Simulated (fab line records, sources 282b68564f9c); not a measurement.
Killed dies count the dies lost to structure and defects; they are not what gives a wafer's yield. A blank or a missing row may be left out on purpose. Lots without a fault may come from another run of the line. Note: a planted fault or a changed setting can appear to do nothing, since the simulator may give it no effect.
Split-lot study + flow rit_cmos + 23 wafers read from 5 lots, route of 202 steps

ABOUT THE SPLIT
At RIT_PSD_IMPLANT_08, the setting energy_kev was moved away from the recipe's 27 on 8 of the 23 wafers read, by -5.2% to +4.2%. For the rest of the wafers, this setting stayed at what the recipe calls for.

SPLIT TO READING: what lies between them in the file, 1 step
- RIT_SDANNEAL_RTA_03: time 5 s (also split here: time_s)

THE READING
PSD_RS, in ohm/sq, at RIT_SDANNEAL_RS_MEAS_04 (measures by four-point-probe). Fault-free wafers of this fab line usually give 115.95 ohm/sq, standard deviation 0.24 ohm/sq.

| wafer  | tool, chamber at the split | energy_kev as run | against the recipe | PSD_RS, ohm/sq | against lot-mates on the recipe |
|--------|----------------------------|-------------------|--------------------|----------------|---------------------------------|
| L074.1 | implanter-02, 0            | 27                | recipe             | 116.50         | -                               |
| L074.2 | implanter-02, 0            | 27                | recipe             | 117.88         | -                               |
| L074.3 | implanter-02, 0            | 28.14             | +4.2%              | 115.40         | -1.39                           |
| L074.4 | implanter-02, 0            | 27                | recipe             | 115.99         | -                               |
| L074.6 | implanter-02, 0            | 28.14             | +4.2%              | 115.28         | -1.51                           |
| L076.1 | implanter-02, 0            | 27                | recipe             | 114.10         | -                               |
| L076.3 | implanter-02, 0            | 27                | recipe             | 116.02         | -                               |
| L076.4 | implanter-02, 0            | 25.59             | -5.2%              | 119.02         | +4.10                           |
| L076.5 | implanter-02, 0            | 25.59             | -5.2%              | 119.15         | +4.23                           |
| L076.6 | implanter-02, 0            | 27                | recipe             | 114.63         | -                               |
| L077.1 | implanter-03, 0            | 27                | recipe             | 114.93         | -                               |
| L077.2 | implanter-03, 0            | 27.89             | +3.3%              | 113.03         | -2.67                           |
| L077.3 | implanter-03, 0            | 27.89             | +3.3%              | 114.29         | -1.41                           |
| L077.4 | implanter-03, 0            | 27                | recipe             | 116.17         | -                               |
| L077.6 | implanter-03, 0            | 27                | recipe             | 116.00         | -                               |
| L080.3 | implanter-02, 0            | 27                | recipe             | 116.08         | -                               |
| L080.5 | implanter-02, 0            | 27                | recipe             | 115.92         | -                               |
| L080.6 | implanter-02, 0            | 27                | recipe             | 116.11         | -                               |
| L082.1 | implanter-03, 0            | 27.74             | +2.7%              | 113.73         | -1.97                           |
| L082.3 | implanter-03, 0            | 27                | recipe             | 115.08         | -                               |
| L082.4 | implanter-03, 0            | 27                | recipe             | 116.02         | -                               |
| L082.5 | implanter-03, 0            | 27                | recipe             | 116.00         | -                               |
| L082.6 | implanter-03, 0            | 27.74             | +2.7%              | 114.55         | -1.15                           |

THE FIT
A straight line over all 23 wafers: PSD_RS changes by -0.496 ohm/sq for each +1% of energy_kev; r = -0.79; the points scatter about the line by 0.94 ohm/sq.
The same after taking each lot's own level away (the mean of its wafers on the recipe; 23 wafers): -0.628 ohm/sq for each +1%; r = -0.91; scatter 0.69 ohm/sq.
That fit puts the effect of the largest move of energy_kev on the reading at 3.3 ohm/sq.
Measured against the standard deviation above, the lots' own levels, which go from 114.917 to 116.790 ohm/sq, span 7.8 times it.
So the lot-to-lot level blurs the effect unless lot-mates are compared.
Check: +3.21 ohm/sq against its lot-mates is what the line predicts for one of the wafers moved furthest among these (-5.2%) when that wafer is left out of the fit. Against them it came out at +4.1 ohm/sq.

OTHER SPLITS APPLIED TO THESE WAFERS
Other splits were also applied to these wafers ahead of the reading. Each is held against what the fit with the lots' levels taken away leaves over:
| other split on the same wafers   | wafers away from the commonest value | r with PSD_RS (lot level and that fit taken away) |
|----------------------------------|--------------------------------------|---------------------------------------------------|
| RIT_ACTIVE_CVD_03 temp_c         | 15                                   | +0.14                                             |
| RIT_ACTIVE_COAT_06 resist_thk_nm | 7                                    | +0.08                                             |
| RIT_PWELL_SOFTBAKE_02 temp_c     | 10                                   | +0.07                                             |
| RIT_PWELL_IMPLANT_08 energy_kev  | 12                                   | -0.53                                             |
| RIT_PRETRO_COAT_01 resist_thk_nm | 7                                    | +0.15                                             |
| RIT_PRETRO_HARDBAKE_07 temp_c    | 4                                    | +0.01                                             |
| RIT_PRETRO_IMPLANT_08 energy_kev | 6                                    | +0.15                                             |
| RIT_NLDD_IMPLANT_08 energy_kev   | 4                                    | +0.40                                             |
| RIT_PLDD_IMPLANT_08 energy_kev   | 8                                    | +0.09                                             |
| RIT_SDANNEAL_RTA_03 time_s       | 9                                    | -0.78                                             |

THE WHOLE CHAIN: every reading that the file lists as answering this split, in the file's order
| step                    | what it does                 | reading                                                         | change (the file's fit)                | r (the file's) |
|-------------------------|------------------------------|-----------------------------------------------------------------|----------------------------------------|----------------|
| RIT_PSD_IMPLANT_08      |                              | implant.rp_nm (the simulator's own value, which no gauge read)  | +0.176 nm for each +1% of the setting  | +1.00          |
| RIT_PSD_IMPLANT_08      |                              | implant.drp_nm (the simulator's own value, which no gauge read) | +0.0848 nm for each +1% of the setting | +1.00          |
| RIT_SDANNEAL_RS_MEAS_04 | measures by four-point-probe | PSD_RS                                                          | -0.613 for each +1% of the setting     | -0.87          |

FILE'S OWN FIT
PSD_RS changes by -0.613 ohm/sq for each +1% of energy_kev, r = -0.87.
